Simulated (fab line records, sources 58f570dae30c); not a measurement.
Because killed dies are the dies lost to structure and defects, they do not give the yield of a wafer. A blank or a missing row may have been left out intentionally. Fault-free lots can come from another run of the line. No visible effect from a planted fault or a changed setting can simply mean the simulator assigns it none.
A struck lot beside a sound one ; flow berkeley-cmos170 ; 21 out of 331 route steps
Sound: the wafers L718.2, L718.3, L718.6. Wafers L727.1, L727.4, L727.6 were the ones struck. Last of all comes the cause.
Per side, at each step with rows, come the tool, then ch with its chambers, and then its first start. Under that, the readings that differ: sound wafers ; struck wafers ; difference of the means ; sigmas: that difference in standard deviations of wafers without a fault.
alike: readings whose means differ by less than 2 such deviations, and words and numbers that are the same on both sides. not compared: withheld readings, readings that some wafer has no value for, bounds like >300 that may hide the same value, and numbers for which the record gives no deviation and whose values overlap.
A row with sigmas, a row that says differs or no value, or rows on one side alone: a step with any of these is where the two part. Numbers that don't overlap but have no deviation are shown without sigmas and don't part them. A reading missing from all wafers of one side parts the sides only when that side holds two or more wafers.

UCB170_CONTACT_OVL_MEAS_16:
  struck on overlay-02, day 9 11:31; sound on overlay-01, day 7 17:38
  alike: CONTACT_OVL
UCB170_CONTACT_ETCH_17: etches BARC in N2/H2.
  sound on rie-diel-04 ch 0,3, day 7 17:40; struck on rie-diel-04 ch 2,3, day 9 11:32
  alike: drypump-motor-current-A, oes-product-au, throttle-valve-pct
UCB170_CONTACT_ETCH_18: etches PSG in CHF3/CF4/Ar, stops on TiSi2, target depth 840 nm, time 195 s.
  sound on rie-diel-04 ch 0,3; struck on rie-diel-04 ch 2,3
  alike: drypump-motor-current-A, oes-product-au, throttle-valve-pct
  not compared: rf-hours-counter-h
UCB170_CONTACT_STRIP_19: strips in O2.
  sound on plasma-asher-03 ch 0,1, day 7 17:50; struck on plasma-asher-02 ch 0,1, day 9 11:43
  alike: drypump-motor-current-A, oes-product-au
  not compared: rf-hours-counter-h
UCB170_CONTACT_CD_MEAS_90: target cd 700 nm.
  struck on cd-sem-02, day 9 11:49; sound on cd-sem-02, day 7 17:58
  alike: cd-nm
then, 1 step without rows for these wafers: UCB170_CONTACT_CLEAN_20 (cleans in SPM, time 600 s).
UCB170_M1_SPUTTER_00: material Al, target thk 600 nm, time 80 s.
  struck on pvd-sputter-02, day 9 12:07; sound on pvd-sputter-03, day 7 18:19
reading;sound;struck;difference;sigmas
throttle-valve-pct (%);29.1 27.6 27.8;30.4 30.4 30.6;+2.3;+2
UCB170_M1_RS_MEAS_01: uses a four-point probe to measure.
  struck on film-metro-01, day 9 12:11; sound on film-metro-03, day 7 18:24
  alike: M1_AL_RS
UCB170_M1_THK_MEAS_02: measures by xrf.
  struck on film-metro-01, day 9 12:18; sound on film-metro-03, day 7 18:31
  alike: M1_AL_THK
then, 3 steps without rows for these wafers: UCB170_M1_COAT_03; UCB170_M1_COAT_04 (resist thk 900 nm); UCB170_M1_SOFTBAKE_05 (time 60 s).
UCB170_M1_EXPOSE_06: exposes mask METAL1, target cd 700 nm.
  sound on krf-scanner-01 ch 0, day 7 19:34; struck on krf-scanner-02 ch 0, day 9 12:49
reading;sound;struck;difference;sigmas
exposure-dose-mJ-cm2;21.007 20.979 21.007;20.435 20.419 20.423;-0.572;-29
  alike: mask, reticle-temp-C
then, 2 steps without rows for these wafers: UCB170_M1_PEB_07; UCB170_M1_DEVELOP_08 (develop time 45 s).
UCB170_M1_CD_MEAS_09: target cd 700 nm.
  struck on cd-sem-01, day 9 13:12; sound on cd-sem-02, day 7 20:56
reading;sound;struck;difference;sigmas
cd-nm (nm);698.2 699.8 699.7;705.2 705.0 704.5;+5.7;+4
UCB170_M1_OVL_MEAS_10:
  struck on overlay-02, day 9 13:19; sound on overlay-01, day 7 21:03
  alike: M1_OVL
UCB170_M1_ETCH_11: etches BARC in N2/H2.
  sound on rie-diel-01 ch 1,2, day 7 21:05; struck on rie-diel-04 ch 0,2,3, day 9 13:22
reading;sound;struck;difference;sigmas
model.M1.cd-nm (nm);698.8 700.5 700.8;704.9 705.9 704.5;+5.1;
  alike: drypump-motor-current-A, oes-product-au, throttle-valve-pct
UCB170_M1_METAL_ETCH_12: etches Al in Cl2/BCl3, stops on PSG, target depth 780 nm, time 130 s.
  sound on rie-metal-01 ch 0,1, day 7 21:07; struck on rie-metal-03 ch 0, day 9 13:24
reading;sound;struck;difference;sigmas
drypump-motor-current-A (A);6.10 5.69 6.10;5.31 5.32 5.31;-0.65;-2
  alike: oes-product-au, throttle-valve-pct
  not compared: rf-hours-counter-h, model.M1.cd-nm
UCB170_M1_STRIP_13: strips in O2.
  sound on plasma-asher-04 ch 0,1, day 7 21:16; struck on plasma-asher-04 ch 0,1, day 9 13:32
  alike: drypump-motor-current-A, oes-product-au
  not compared: rf-hours-counter-h
then, 1 step without rows for these wafers: UCB170_M3_PROBE_99.

## WHERE THEY PART
At UCB170_M1_SPUTTER_00 first; at UCB170_M1_METAL_ETCH_12 last (within this record only). Later steps at which nothing parts them and some readings are alike: UCB170_M1_STRIP_13.

WHY: whatever the simulator had introduced
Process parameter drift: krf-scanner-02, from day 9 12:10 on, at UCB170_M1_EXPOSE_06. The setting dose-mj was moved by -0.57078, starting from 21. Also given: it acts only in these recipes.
